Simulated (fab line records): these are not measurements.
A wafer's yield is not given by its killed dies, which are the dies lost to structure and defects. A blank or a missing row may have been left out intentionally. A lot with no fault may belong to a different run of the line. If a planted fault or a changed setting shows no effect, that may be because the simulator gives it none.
Split-lot study ; flow berkeley-cmos170 ; 23 wafers read from 5 lots, route of 331 steps

SPLIT DETAILS
At UCB170_PFIELD_COAT_01 (resist thk 900 nm), the setting resist-thk-nm was moved away from the recipe's 900 nm on 8 of the 23 wafers read, by -5.2% to +2.3%. This setting was run at the recipe's value on the other wafers.

Split to reading: the file shows no intervening step.

THE READING
KrF_of_PFIELD_COAT_01.thk-nm (the simulator's own value, which no gauge read), in nm, at UCB170_PFIELD_DEVELOP_05 (develop time 45 s). The file gives no usual value for it. Here, 15 wafers ran the recipe; their average is 886.0 nm with a standard deviation of 2 nm.

wafer;tool, chamber at the split;resist-thk-nm as run, nm;against the recipe;KrF_of_PFIELD_COAT_01.thk-nm, nm;against lot-mates on the recipe
L074.1;litho-track-01, 0;900;recipe;886.9;-
L074.2;litho-track-01, 0;900;recipe;888.8;-
L074.3;litho-track-01, 0;853.4;-5.2%;840.9;-47.0
L074.4;litho-track-01, 0;900;recipe;888;-
L074.6;litho-track-01, 0;853.4;-5.2%;843.8;-44.1
L075.1;litho-track-03, 0;920.8;+2.3%;907.5;+21.2
L075.2;litho-track-03, 0;920.8;+2.3%;906.2;+19.9
L075.3;litho-track-03, 0;900;recipe;885.9;-
L075.5;litho-track-03, 0;920.8;+2.3%;905.2;+18.9
L075.6;litho-track-03, 0;900;recipe;886.7;-
L076.1;litho-track-01, 0;869.9;-3.3%;856.8;-28.1
L076.2;litho-track-01, 0;900;recipe;884.4;-
L076.3;litho-track-01, 0;869.9;-3.3%;858.2;-26.7
L076.4;litho-track-01, 0;900;recipe;885.4;-
L076.5;litho-track-01, 0;869.9;-3.3%;855.4;-29.5
L084.1;litho-track-01, 0;900;recipe;882;-
L084.3;litho-track-01, 0;900;recipe;885.1;-
L084.6;litho-track-01, 0;900;recipe;884;-
L085.1;litho-track-04, 0;900;recipe;887.3;-
L085.2;litho-track-04, 0;900;recipe;886.6;-
L085.3;litho-track-04, 0;900;recipe;883.9;-
L085.4;litho-track-04, 0;900;recipe;890.1;-
L085.6;litho-track-04, 0;900;recipe;885.3;-

FIT RESULTS
A straight line over all 23 wafers: KrF_of_PFIELD_COAT_01.thk-nm changes by +8.59 nm for each +1% of resist-thk-nm; r = +0.99; the points scatter about the line by 1.9 nm.
The same after taking each lot's own level away (the mean of its wafers on the recipe; 23 wafers): +8.65 nm for each +1%; r = +1.00; scatter 1.4 nm.
The reading moves by 45 nm for the largest change in resist-thk-nm, on that fit.
The lots' own levels span 883.70 to 887.90 nm, that is 2.1 times the standard deviation above.
Hence the lot-to-lot level has little effect on the slope; both slopes agree.
Check: -43.9 nm against its lot-mates is what the line predicts for one of the wafers moved furthest among these (-5.2%) when that wafer is left out of the fit. Against them it came out at -47 nm.

OTHER SPLITS ON THESE WAFERS
Before the reading, these wafers also passed through other splits. Each is held against what the fit with the lots' levels taken away leaves over:
other split on the same wafers;wafers away from the commonest value;r with KrF_of_PFIELD_COAT_01.thk-nm (lot level and that fit taken away)
UCB170_START_OXIDATION_02 temp-c;18;+0.15
UCB170_PWELL_CVD_05 time-s;18;+0.00
UCB170_PWELL_DEVELOP_12 develop-time-s;11;-0.02
UCB170_ACTIVE_EXPOSE_10 dose-mj;8;-0.30

THE WHOLE CHAIN: every reading that the file lists as answering this split, in the file's order
step;what it does;reading;change (the file's fit);r (the file's)
UCB170_PFIELD_COAT_01;resist thk 900 nm;KrF_of_PFIELD_COAT_01.thk-nm (the simulator's own value, which no gauge read);+8.64 nm for each +1% of the setting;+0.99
UCB170_PFIELD_DEVELOP_05;develop time 45 s;KrF_of_PFIELD_COAT_01.thk-nm (the simulator's own value, which no gauge read);+8.68 nm for each +1% of the setting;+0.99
UCB170_PFIELD_STRIP_08;strips in O2;strip-time-to-endpoint-s;withheld for each +1% of the setting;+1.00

FILE'S OWN FIT
KrF_of_PFIELD_COAT_01.thk-nm changes by +8.68 nm for each +1% of resist-thk-nm, r = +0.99.
